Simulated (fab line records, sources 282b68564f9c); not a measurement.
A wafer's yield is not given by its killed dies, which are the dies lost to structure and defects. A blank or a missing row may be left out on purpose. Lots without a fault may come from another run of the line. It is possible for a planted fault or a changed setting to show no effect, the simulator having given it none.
fab line records	flow ritCmos
record: lots: 14	wafers: 42	lastDay: 7
route steps=202 shown CONTACT@175
lots with no fault: from the same line, run without faults
startH: hours from the record's opening day to when the first of the lot's shown wafers began	waitH: hours since the lot's step before	" repeats the value in the row above	L1.1+2: a single row standing in for several wafers	- no value present, or no start provided	* or withheld: withheld	< > ~ a bound
route shown NAME@n: NAME is a module with steps in the file, n the number in the route of the first one	usual: mean/standard deviation of fault-free wafers	same: alike in all rows	chamber/n: place in a boat	sites: per-site readings	_std_site: their standard deviation	_edge_site: outer sites' mean less inner sites'	radiusMm: how far each site lies from the wafer's centre	mask NAME#n: copy n	behind: tool/chamber where the wafer was last shaped	hold: cause of the lot's hold/its duration in hours/its outcome	device: which transistor (n, p or np) failed to switch	end of line: at the end of the route, the tests of the same wafers	step lacking rows: just its recipe	killed: not the wafer's yield, but the dies lost to structure and defects at the first sort	map: a wafer's dies, marking killed ones x, the rest . and places with no die _
set.NAME: the setting the step ran with; set.NAME@STEP: the setting that earlier step ran with	model.NAME: the simulator's own value behind a step, which no gauge read
one table for each step of the route and one row for each wafer, over a sample of lots
== steps ==
step: RIT_CONTACT_DEVELOP_07
recipe: resist: NOVOLAK	developTimeS: 120	devTempC: 23
lot.wafer	tool	chamber	startH	waitH
L789.4+5+6	lithoTrack-02	0	55	-
L790.1+3+5	lithoTrack-02	0	62	-
L791.2+3+5	lithoTrack-01	0	68	-
L792.1+4+6	lithoTrack-01	0	72	-
L793.2+3+4	lithoTrack-02	0	75	-
L795.1+3+6	lithoTrack-03	0	87	-
L796.4+5+6	lithoTrack-03	0	93	-
L797.1+3+6	lithoTrack-01	0	96	-
L798.1+2+3	lithoTrack-02	0	101	-
L799.4+5+6	lithoTrack-01	0	106	-
L800.2+4+6	lithoTrack-02	0	116	-
L801.3+5+6	lithoTrack-02	0	118	-
L808.1+3+4	lithoTrack-02	0	152	-
L809.3+4+5	lithoTrack-02	0	156	-
step: RIT_CONTACT_CD_MEAS_08
recipe: targetCdNm: 1000
usual: cdNm: 999.9/2.2
lot.wafer	tool	chamber	startH	waitH	cdNm
L789.4	cdSem-02	-	55.84	-	1000.6
L789.5	"	-	"	"	1000.8
L789.6	"	-	"	"	999.7
L790.1	cdSem-01	-	62.70	-	996.0
L790.3	"	-	"	"	996.8
L790.5	"	-	"	"	997.5
L791.2	cdSem-01	-	68.99	-	1001.4
L791.3	"	-	"	"	1001.9
L791.5	"	-	"	"	1000.5
L792.1	cdSem-01	-	72.56	-	998.0
L792.4	"	-	"	"	997.2
L792.6	"	-	"	"	996.7
L793.2	cdSem-02	-	75.86	-	1000.7
L793.3	"	-	"	"	1001.2
L793.4	"	-	"	"	1001.8
L795.1	cdSem-02	-	87.38	-	999.3
L795.3	"	-	"	"	999.0
L795.6	"	-	"	"	997.0
L796.4	cdSem-02	-	93.19	-	1001.1
L796.5	"	-	"	"	1000.0
L796.6	"	-	"	"	998.4
L797.1	cdSem-01	-	96.48	-	1000.8
L797.3	"	-	"	"	999.4
L797.6	"	-	"	"	997.8
L798.1	cdSem-02	-	102.06	-	1003.2
L798.2	"	-	"	"	1001.9
L798.3	"	-	"	"	1002.5
L799.4	cdSem-01	-	107.13	-	995.7
L799.5	"	-	"	"	995.9
L799.6	"	-	"	"	996.8
L800.2	cdSem-02	-	116.65	-	998.3
L800.4	"	-	"	"	999.6
L800.6	"	-	"	"	1001.3
L801.3	cdSem-01	-	118.70	-	999.4
L801.5	"	-	"	"	999.3
L801.6	"	-	"	"	997.8
L808.1	cdSem-01	-	152.42	-	1011.6
L808.3	"	-	"	"	1010.0
L808.4	"	-	"	"	1010.0
L809.3	cdSem-01	-	156.51	-	1010.2
L809.4	"	-	"	"	1014.8
L809.5	"	-	"	"	1013.1
== key ==
firstSign: step: RIT_CONTACT_CD_MEAS_08	reading: cdNm	direction: up	sigmas: 5.4	usual: 999.9	struck: 1011.6	through: controlLoop
effect none on later readings
metAt RIT_CONTACT_DEVELOP_07
struckLots L808,L809
testerLeftOut L808,L809
loopTrim: step: RIT_CONTACT_EXPOSE_05	setting: dose	lots: L809
onsetBetween 118 152
alsoFits time
fault: kind: processParameterDrift	tool: lithoTrack-02	chamber: -	onsetH: 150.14	steps: RIT_CONTACT_DEVELOP_07	channel: developTimeS	offset: *	shape: step	endH: 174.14	actsIn: *	stated: *
testerLeftOut: of these lots the tester's yield and bins aren't shown, on N5 and GAA mostly nor the transistor test; their killed dies are dies lost to structure and defects alone, not to doping, threshold or leakage, so they don't give the yield
loopTrim: a control loop set the setting to another value than it would have without faults
